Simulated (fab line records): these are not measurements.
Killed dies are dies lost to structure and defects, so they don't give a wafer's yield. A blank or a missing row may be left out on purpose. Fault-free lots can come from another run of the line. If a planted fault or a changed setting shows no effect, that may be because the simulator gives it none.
What tool caused it?    flow berkeley-cmos170    14 lots with 40 wafers sampled at 6 steps, on a route of 331 steps

## WHAT EACH GAUGE READ, for each wafer
UCB170_SILICIDE_THK_MEAS_03: measures by xrf. Usual: for SILICIDE_TI_THK the level is 29.9 nm and the standard deviation is 0.36.
lot   measured      on             SILICIDE_TI_THK (nm)  flag
L777  day 6 22:49   film-metro-04  30.1 29.6 29.8        
L778  day 6 22:56   film-metro-01  29.2 29.4 29.6        
L779  day 6 23:04   film-metro-04  29.2 29.3 29.2        
L782  day 7 21:51   film-metro-04  29.8 30.1 30.3        
L781  day 8 04:07   film-metro-04  30.2 30.1 29.8        
L784  day 8 11:18   film-metro-04  30.2 30.2 30.1        
L785  day 8 11:42   film-metro-04  30.4 30.3 30.3        
L787  day 9 04:18   film-metro-03  30.1 29.9 30.2        
L789  day 9 13:13   film-metro-03  29.8                  
L790  day 10 01:07  film-metro-04  30.1 30.5 29.9        
L795  day 10 20:20  film-metro-04  29.9 30.0 30.0        
L796  day 10 20:28  film-metro-01  30.0 29.8 29.9        
L797  day 11 05:59  film-metro-04  29.6 30.0 29.6        
L799  day 11 18:05  film-metro-03  30.0 29.9 29.9        

UCB170_V1_THK_MEAS_04. Usual: for V1_POLISHED_THK the level is 999.9 nm and the standard deviation is 1.1.
lot   measured      on             V1_POLISHED_THK (nm)  flag
L777  day 7 11:14   film-metro-02  1000.9 1002.2 1002.0  
L778  day 7 11:31   film-metro-01  1000.7 1001.4 1001.9  
L779  day 7 11:50   film-metro-04  1000.8 1000.5 1002.2  
L782  day 8 09:19   film-metro-01  999.5 998.9 998.3     
L781  day 8 19:38   film-metro-01  999.1 1000.7 1001.3   
L784  day 8 23:34   film-metro-01  1001.1 998.9 999.7    
L785  day 8 23:35   film-metro-02  1000.4 998.3 1001.1   
L787  day 9 16:01   film-metro-02  999.7 998.9 998.0     
L789  day 10 02:04  film-metro-01  949.3                 OFF
L790  day 10 11:50  film-metro-02  948.9 999.6 1001.0    OFF
L795  day 11 09:41  film-metro-02  999.9 1000.6 1000.4   
L796  day 11 09:24  film-metro-04  1000.9 1000.0 1000.4  
L797  day 11 17:58  film-metro-01  1000.1 1000.9 999.8   
L799  day 12 06:41  film-metro-02  998.0 999.5 997.9     

UCB170_V1_CD_MEAS_90: the cd target is 700 nm. Usual: 699.4 nm for cd-nm, sd 1.7.
lot   measured      on         cd-nm (nm)         flag
L777  day 7 13:10   cd-sem-01  701.8 702.2 701.3  
L778  day 7 13:16   cd-sem-02  700.6 700.0 700.6  
L779  day 7 13:34   cd-sem-01  694.8 698.1 696.2  
L782  day 8 13:28   cd-sem-01  699.0 697.5 698.3  
L781  day 8 21:11   cd-sem-01  700.2 698.2 699.7  
L784  day 9 01:39   cd-sem-02  702.0 702.4 704.1  
L785  day 9 01:43   cd-sem-01  700.2 700.8 700.5  
L787  day 9 18:43   cd-sem-01  697.5 696.1 697.5  
L789  day 10 05:16  cd-sem-01  698.4              
L790  day 10 13:20  cd-sem-01  697.2 698.2 697.9  
L795  day 11 11:43  cd-sem-01  699.7 700.6 700.1  
L796  day 11 11:13  cd-sem-02  700.8 700.6 701.3  
L797  day 11 19:55  cd-sem-02  699.0 698.6 700.8  
L799  day 12 08:45  cd-sem-02  701.3 701.9 700.5  

## EACH LOT AND THE TOOL THAT RAN IT (in order: tool; ch and the chambers of the sampled wafers; start)
lot   UCB170_CONTACT_STRIP_06               UCB170_V1_CVD_00                 UCB170_V1_ETCH_14
L777  plasma-asher-01 ch 0, day 7 01:25     pecvd-02 ch 0,1, day 7 10:35     rie-diel-01 ch 0,2,3, day 7 12:52
L778  plasma-asher-04 ch 0,1, day 7 01:34   pecvd-01 ch 0,1,2, day 7 10:35   rie-diel-03 ch 0,1,2, day 7 12:59
L779  plasma-asher-02 ch 0,1, day 7 03:23   pecvd-04 ch 1,2, day 7 10:35     rie-diel-04 ch 1,2,3, day 7 13:14
L782  plasma-asher-01 ch 0,1, day 8 00:31   pecvd-04 ch 0,1,2, day 8 08:44   rie-diel-03 ch 1,2, day 8 13:04
L781  plasma-asher-04 ch 0,1, day 8 08:52   pecvd-04 ch 0,1,2, day 8 19:01   rie-diel-03 ch 0,1,3, day 8 20:55
L784  plasma-asher-01 ch 0,1, day 8 14:12   pecvd-02 ch 0,1,2, day 8 22:55   rie-diel-03 ch 0,1,2, day 9 01:22
L785  plasma-asher-01 ch 0,1, day 8 16:01   pecvd-04 ch 0,1,2, day 8 23:00   rie-diel-04 ch 1,2,3, day 9 01:28
L787  plasma-asher-01 ch 0,1, day 9 07:41   pecvd-02 ch 0,1,2, day 9 15:22   rie-diel-01 ch 0,1,2, day 9 18:13
L789  plasma-asher-04 ch 0, day 9 16:31     pecvd-02 ch 2, day 10 01:28      rie-diel-04 ch 2, day 10 04:54
L790  plasma-asher-04 ch 0,1, day 10 04:07  pecvd-02 ch 1,2, day 10 11:11    rie-diel-04 ch 0,1,2, day 10 13:04
L795  plasma-asher-02 ch 0,1, day 10 23:26  pecvd-04 ch 1,2, day 11 08:44    rie-diel-03 ch 1,3, day 11 11:26
L796  plasma-asher-01 ch 0,1, day 10 23:33  pecvd-01 ch 0,2, day 11 08:44    rie-diel-01 ch 0,1, day 11 10:54
L797  plasma-asher-01 ch 1, day 11 08:40    pecvd-04 ch 1,2, day 11 17:16    rie-diel-04 ch 0,2, day 11 19:38
L799  plasma-asher-02 ch 0,1, day 11 21:02  pecvd-04 ch 0,1,2, day 12 06:06  rie-diel-03 ch 0,3, day 12 08:25
- UCB170_CONTACT_STRIP_06: strips in O2.
- UCB170_V1_CVD_00: deposits SiO2 from TEOS/O2, target thk 2000 nm, time 250 s.
- UCB170_V1_ETCH_14: etches SiO2 in CHF3/CF4/Ar, stops on Al, target depth 1250 nm, time 291 s.

## WHAT THE TOOLS THEMSELVES READ (means of the sampled wafers that have a number; where no wafer has one, the mark that the record gives instead)
UCB170_CONTACT_STRIP_06. Usual: drypump-motor-current-A 5.3 A, standard deviation 0.38; oes-product-au 0.735 a.u., standard deviation 0.0043; strip-time-to-endpoint-s 21.98 s, standard deviation 0.063.
lot   tool             drypump-motor-current-A (A)  oes-product-au (a.u.)  strip-time-to-endpoint-s (s)  flag
L777  plasma-asher-01  5.3                          0.731                  21.98                         
L778  plasma-asher-04  5.2                          0.736                  21.84                         
L779  plasma-asher-02  5.2                          0.734                  21.97                         
L782  plasma-asher-01  5.5                          0.733                  22.08                         
L781  plasma-asher-04  5.2                          0.738                  21.92                         
L784  plasma-asher-01  5.7                          0.736                  21.97                         
L785  plasma-asher-01  5.4                          0.733                  21.97                         
L787  plasma-asher-01  5.5                          0.736                  21.92                         
L789  plasma-asher-04  4.7                          0.739                  21.94                         
L790  plasma-asher-04  5.0                          0.733                  21.95                         
L795  plasma-asher-02  5.4                          0.729                  21.99                         
L796  plasma-asher-01  5.7                          0.732                  22.01                         
L797  plasma-asher-01  5.9                          0.736                  21.93                         
L799  plasma-asher-02  5.4                          0.734                  22.04                         

UCB170_V1_CVD_00. Usual: 246 W for heater-power-w, sd 56.
lot   tool      heater-power-w (W)  flag
L777  pecvd-02  316                 
L778  pecvd-01  215                 
L779  pecvd-04  179                 
L782  pecvd-04  227                 
L781  pecvd-04  202                 
L784  pecvd-02  306                 
L785  pecvd-04  203                 
L787  pecvd-02  297                 
L789  pecvd-02  335                 
L790  pecvd-02  321                 
L795  pecvd-04  183                 
L796  pecvd-01  227                 
L797  pecvd-04  190                 
L799  pecvd-04  234                 

UCB170_V1_ETCH_14. Usual: cf4-flow-sccm 15.00 sccm, standard deviation 0.045; drypump-motor-current-A 5.8 A, standard deviation 0.35; oes-product-au 0.875 a.u., standard deviation 0.011; throttle-valve-pct 6.96 %, standard deviation 0.14.
lot   tool         cf4-flow-sccm (sccm)  drypump-motor-current-A (A)  oes-product-au (a.u.)  throttle-valve-pct (%)  flag
L777  rie-diel-01  14.99                 5.9                          0.866                  7.05                    
L778  rie-diel-03  15.02                 5.9                          0.875                  6.87                    
L779  rie-diel-04  14.98                 5.7                          0.871                  6.92                    
L782  rie-diel-03  14.99                 6.0                          0.877                  6.87                    
L781  rie-diel-03  14.99                 5.9                          0.880                  6.97                    
L784  rie-diel-03  14.99                 5.9                          0.875                  6.86                    
L785  rie-diel-04  14.99                 5.6                          0.869                  6.91                    
L787  rie-diel-01  14.98                 5.6                          0.867                  7.06                    
L789  rie-diel-04  15.06                 5.9                          0.837                  7.08                    OFF
L790  rie-diel-04  14.99                 5.7                          0.862                  6.84                    
L795  rie-diel-03  15.08                 6.1                          0.896                  7.01                    
L796  rie-diel-01  15.04                 5.6                          0.870                  7.04                    
L797  rie-diel-04  15.02                 6.0                          0.868                  6.86                    
L799  rie-diel-03  15.00                 5.7                          0.878                  7.05                    

## THE ANSWER, worked out from the rows above alone
Rule: take the mean of a lot's wafers that have a number; if it is more than 3 standard deviations from the usual mean, the lot is off. Also off: a lot with no number at a reading for which 4 or more lots have one. Any other lot the step has rows for is counted as sound. After the gauges, taken in route order, come the tools' own readings; for these a lot's mean is taken, as printed above. The first step at which some lot is off is used, and at that step the reading that is off furthest; a lot without a number counts as furthest.
Off: L789, L790, at UCB170_V1_THK_MEAS_04 (V1_POLISHED_THK).
A tool fits if, at a process step before that reading, it ran every lot that is off, and no sound lot after the first of them. Those tools and the gauges at UCB170_V1_THK_MEAS_04 are tried in the same way. 2 tools fit, plasma-asher-04 at UCB170_CONTACT_STRIP_06 and pecvd-02 at UCB170_V1_CVD_00, so this cannot tell which one it is.

## WHAT THE SIMULATOR HAD INSERTED
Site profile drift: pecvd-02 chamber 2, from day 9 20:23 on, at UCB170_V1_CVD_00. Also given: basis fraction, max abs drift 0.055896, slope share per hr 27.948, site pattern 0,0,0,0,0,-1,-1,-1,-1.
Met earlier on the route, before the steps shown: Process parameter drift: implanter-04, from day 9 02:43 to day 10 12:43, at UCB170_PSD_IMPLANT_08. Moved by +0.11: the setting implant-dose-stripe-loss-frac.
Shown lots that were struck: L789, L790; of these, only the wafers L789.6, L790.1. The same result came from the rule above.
